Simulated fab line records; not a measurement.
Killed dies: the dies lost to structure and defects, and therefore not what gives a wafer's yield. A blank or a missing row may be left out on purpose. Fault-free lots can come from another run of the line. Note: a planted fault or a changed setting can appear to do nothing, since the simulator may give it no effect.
Comparing a struck lot with a sound one + flow ritCmos + 27 out of 202 route steps
Sound: the wafers L423.2, L423.3, L423.4. Struck: wafer L442.2 (L442.4, L442.6, from the same lot, were not struck and are left out); the cause is given at the end.
For every step that has rows: the tool of each side, followed by ch and its chambers, followed by its first start. Under that, the readings that differ: sound wafers + struck wafers + difference of the means + sigmas: that difference in standard deviations of wafers without a fault.
alike: a reading whose means differ by less than 2 such deviations, as well as words and numbers matching on both sides. not compared: withheld readings; readings where some wafer has no value; bounds like >300 that might hide an equal value; numbers whose values overlap and for which the record gives no deviation.
Wherever a step has rows on one side only, a row that says differs or no value, or a row with sigmas, the two part there. Numbers that have no deviation but don't overlap get no sigmas and don't part them. Lack of a reading on every wafer of one side parts them only where that side has two or more wafers.

first, 4 steps without rows for these wafers: RIT_CONTACT_SOFTBAKE_04 (time 60 s); RIT_CONTACT_EXPOSE_05 (exposes mask M11, target cd 1000 nm); RIT_CONTACT_PEB_06; RIT_CONTACT_DEVELOP_07 (develop time 120 s).
RIT_CONTACT_CD_MEAS_08: the cd target is 1000 nm.
  sound on cdSem-02, day 3 15:08; struck on cdSem-01, day 7 12:25
  alike: cdNm
RIT_CONTACT_OVL_MEAS_09:
  sound on overlay-02, day 3 15:14; struck on overlay-02, day 7 12:31
  alike: CONTACT_OVL
then, 1 step without rows for these wafers: RIT_CONTACT_HARDBAKE_10 (time 60 s).
RIT_CONTACT_ETCH_11: etches SiO2 in CHF3/CF4/Ar, stops on TiSi2, target depth 480 nm, time 320 s.
  sound on rieDiel-01 ch 1,2,3, day 3 15:25; struck on rieDiel-02 ch 3, day 7 12:47
  alike: drypumpMotorCurrentA, oesProductAu, throttleValvePct
  not compared: rfHoursCounterH
RIT_CONTACT_STRIP_12: strips in O2, time 180 s.
  sound on plasmaAsher-04 ch 0,1, day 3 15:37; struck on plasmaAsher-02 ch 1, day 7 12:59
  alike: drypumpMotorCurrentA
  not compared: rfHoursCounterH
RIT_CONTACT_CD_MEAS_90: the cd target is 1000 nm.
  sound on cdSem-01, day 3 15:49; struck on cdSem-01, day 7 13:11
  alike: cdNm
then, 2 steps without rows for these wafers: RIT_CONTACT_CLEAN_13 (cleans in SC1, time 600 s); RIT_CONTACT_CLEAN_14 (cleans in SC2, time 600 s).
RIT_M1_SPUTTER_00: material Al, target thk 400 nm, time 500 s.
  sound on pvdSputter-03, day 3 16:17; struck on pvdSputter-02, day 7 13:38
| reading                              | sound             | struck | difference | sigmas |
|--------------------------------------|-------------------|--------|------------|--------|
| throttleValvePct (%)                 | 30.2 28.5 30.4    | 31.8   | +2.1       | +2     |
| model.Al_of_M1_SPUTTER_00.thkNm (nm) | 397.6 398.3 393.6 | 419.6  | +23.1      |        |
RIT_M1_RS_MEAS_01: the measuring method here is four-point-probe.
  sound on filmMetro-02, day 3 16:35; struck on filmMetro-02, day 7 13:56
| reading           | sound                | struck | difference | sigmas |
|-------------------|----------------------|--------|------------|--------|
| M1_AL_RS (ohm/sq) | 0.0739 0.0737 0.0747 | 0.0699 | -0.0042    | -5     |
RIT_M1_THK_MEAS_02: measures by xrf.
  sound on filmMetro-02, day 3 16:42; struck on filmMetro-02, day 7 14:03
| reading        | sound       | struck | difference | sigmas |
|----------------|-------------|--------|------------|--------|
| M1_AL_THK (nm) | 394 393 390 | 411    | +19        | +3     |
then, 6 steps without rows for these wafers: RIT_M1_HMDS_03 (prime time 60 s); RIT_M1_COAT_04 (resist thk 1312 nm); RIT_M1_SOFTBAKE_05 (time 60 s); RIT_M1_EXPOSE_06 (exposes mask M12, target cd 2600 nm); RIT_M1_PEB_07; RIT_M1_DEVELOP_08 (develop time 68 s).
RIT_M1_CD_MEAS_09: the cd target is 2600 nm.
  sound on cdSem-02, day 3 17:39; struck on cdSem-01, day 7 15:08
  alike: cdNm
RIT_M1_OVL_MEAS_10:
  sound on overlay-02, day 3 17:46; struck on overlay-01, day 7 15:14
  alike: M1_OVL
then, 1 step without rows for these wafers: RIT_M1_HARDBAKE_11 (time 120 s).
RIT_M1_METAL_ETCH_12: etches Al in Cl2/BCl3, stops on SiO2, time 165 s, target depth 600 nm.
  sound on rieMetal-04 ch 0,1, day 3 18:02; struck on rieMetal-02 ch 1, day 7 15:31
| reading                  | sound             | struck | difference | sigmas |
|--------------------------|-------------------|--------|------------|--------|
| drypumpMotorCurrentA (A) | 5.98 5.98 5.91    | 5.34   | -0.62      | -2     |
| oesProductAu (a.u.)      | 0.751 0.750 0.771 | 0.804  | +0.047     | +4     |
  alike: bcl3FlowSccm, throttleValvePct
  not compared: rfHoursCounterH
then, 1 step without rows for these wafers: RIT_M1_STRIP_13 (strips in nmp, time 600 s).
RIT_M1_PROBE_99:
  sound on prober-01, day 3 20:34; struck on prober-02, day 7 18:54
| reading                | sound                 | struck  | difference | sigmas |
|------------------------|-----------------------|---------|------------|--------|
| model.etest.m1.rsOhmSq | 0.0728 0.0733 0.07415 | 0.06953 | -0.00389   |        |
  alike: defectLimitedYield, killedAtContacts, killedAtFrontEnd, killedDies, killedOpen, killedShort, sort_bin_5_function, sort_bin_6_memory, sortNPass, sortYieldPct

WHERE THEY PART
First at RIT_M1_SPUTTER_00; last, within this record, at RIT_M1_METAL_ETCH_12. Later steps at which nothing parts them and some readings are alike: RIT_M1_PROBE_99.

WHY: what the simulator had put in
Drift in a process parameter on pvdSputter-02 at RIT_M1_SPUTTER_00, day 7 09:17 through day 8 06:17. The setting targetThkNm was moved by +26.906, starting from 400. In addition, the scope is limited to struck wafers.
